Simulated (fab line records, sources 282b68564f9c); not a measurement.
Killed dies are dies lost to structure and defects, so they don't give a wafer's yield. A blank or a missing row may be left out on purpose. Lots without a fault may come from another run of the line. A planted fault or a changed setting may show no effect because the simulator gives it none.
A struck lot beside a sound one | flow rit_cmos | 17 steps out of a route of 202
Sound: wafers L524.1, L524.3, L524.4. Struck: wafers L539.1, L539.3, L539.5. The cause comes at the end.
At each step with rows: each side's tool, then ch and its chambers, then its first start. Under that, the readings that differ: sound wafers | struck wafers | difference of the means | sigmas: that difference in standard deviations of wafers without a fault.
alike: readings whose means differ by less than 2 such deviations, and words and numbers that are the same on both sides. not compared: withheld readings, readings that some wafer has no value for, bounds like >300 that may hide the same value, and numbers for which the record gives no deviation and whose values overlap.
The two part at a step that has a row with sigmas, a row that says differs or no value, or rows on one side only. Numbers that don't overlap but have no deviation are shown without sigmas and don't part them. A reading that every wafer of one side lacks parts them only if that side has two wafers or more.

first, 1 step without rows for these wafers: RIT_PRETRO_DEVELOP_05 (develop time 68 s).
RIT_PRETRO_OVL_MEAS_06:
  sound on overlay-01, day 2 20:47; struck on overlay-01, day 5 21:58
  alike: PRETRO_OVL
then, 2 steps without rows for these wafers: RIT_PRETRO_HARDBAKE_07 (time 120 s); RIT_PRETRO_IMPLANT_08.
RIT_PRETRO_STRIP_09: strips in O2, time 180 s.
  sound on plasma_asher-01 ch 0,1, day 2 21:23; struck on plasma_asher-01 ch 0,1, day 5 22:24
  alike: drypump_motor_current_A
  not compared: rf_hours_counter_h
RIT_PRETRO_TW_MEAS_10:
  sound on film_metro-03, day 2 21:33; struck on film_metro-01, day 5 22:35
  alike: PRETRO_TW
then, 5 steps without rows for these wafers: RIT_GATE_WET_ETCH_00 (etches SiO2 in BOE, target depth 56 nm, time 60 s); RIT_GATE_CLEAN_01 (cleans in SC1, time 600 s); RIT_GATE_CLEAN_02 (cleans in dHF, time 30 s); RIT_GATE_CLEAN_03 (cleans in SC2, time 600 s); RIT_GATE_CLEAN_04 (cleans in dHF, time 60 s).
RIT_FOX2_THK_MEAS_91:
  sound on film_metro-04, day 2 22:02; struck on film_metro-01, day 5 23:03
  alike: FIELD_OXIDE_LEFT_2_THK
RIT_GATE_OXIDATION_05: target thk 3 nm, ox time 270 s.
  sound on furnace-03 ch 0, day 2 23:05; struck on furnace-03 ch 0, day 5 23:19
  reading                                     | sound             | struck            | difference | sigmas
  ox_temp_c (C)                               | 898.9 899.4 899.4 | 900.2 900.0 900.1 | +0.9       | +2
  model.SiO2_of_GATE_OXIDATION_05.thk_nm (nm) | 3.035 2.988 3.027 | 3.328 3.344 3.284 | +0.302     |
  alike: zone_power_centre_pct, zone_power_load_pct
then, 1 step without rows for these wafers: RIT_GATE_ANNEAL_06 (time 600 s).
RIT_GATE_THK_MEAS_07:
  sound on film_metro-02, day 3 00:42; struck on film_metro-02, day 6 00:39
  reading             | sound          | struck         | difference | sigmas
  GATE_OXIDE_THK (nm) | 3.08 3.01 2.99 | 3.31 3.36 3.25 | +0.28      | +4
then, 1 step without rows for these wafers: RIT_GATE_CVD_08 (deposits poly-Si from SiH4, target thk 250 nm, time 2220 s).
RIT_M1_PROBE_99:
  sound on prober-02, day 4 03:32; struck on prober-01, day 7 01:02
  reading                             | sound             | struck            | difference | sigmas
  model.etest.pmos_0p3.r_on_ohm_um    | 6248 6153 6171    | 6699 6871 6628    | +542       |
  model.etest.pmos_turned.r_on_ohm_um | 3289 3223 3324    | 3486 3546 3465    | +220       |
  model.etest.pmos_0p15.r_on_ohm_um   | 2701 2613 2657    | 2860 2913 2812    | +205       |
  model.etest.nmos_0p3.r_on_ohm_um    | 2172 2114 2166    | 2306 2328 2272    | +151       |
  model.etest.nmos_0p15.r_on_ohm_um   | 1145 1078 1134    | 1195 1190 1163    | +64        |
  model.etest.nmos_0p15.drive_ua_um   | 473.2 485.4 481.5 | 418.6 414 432.3   | -58.4      |
  model.etest.nmos_narrow.drive_ua_um | 230.1 231.1 230.4 | 202.8 204.8 209.4 | -24.9      |
  model.etest.nmos_0p3.drive_ua_um    | 227.6 229.5 225.7 | 197.2 197.7 202.1 | -28.6      |
  alike: killed_at_contacts, killed_at_front_end, killed_dies, killed_on_rim, killed_open, killed_short

WHERE THEY PART
First at RIT_GATE_OXIDATION_05; last, within this record, at RIT_GATE_THK_MEAS_07. Later steps at which nothing parts them and some readings are alike: RIT_M1_PROBE_99.

WHY: what the simulator had put in
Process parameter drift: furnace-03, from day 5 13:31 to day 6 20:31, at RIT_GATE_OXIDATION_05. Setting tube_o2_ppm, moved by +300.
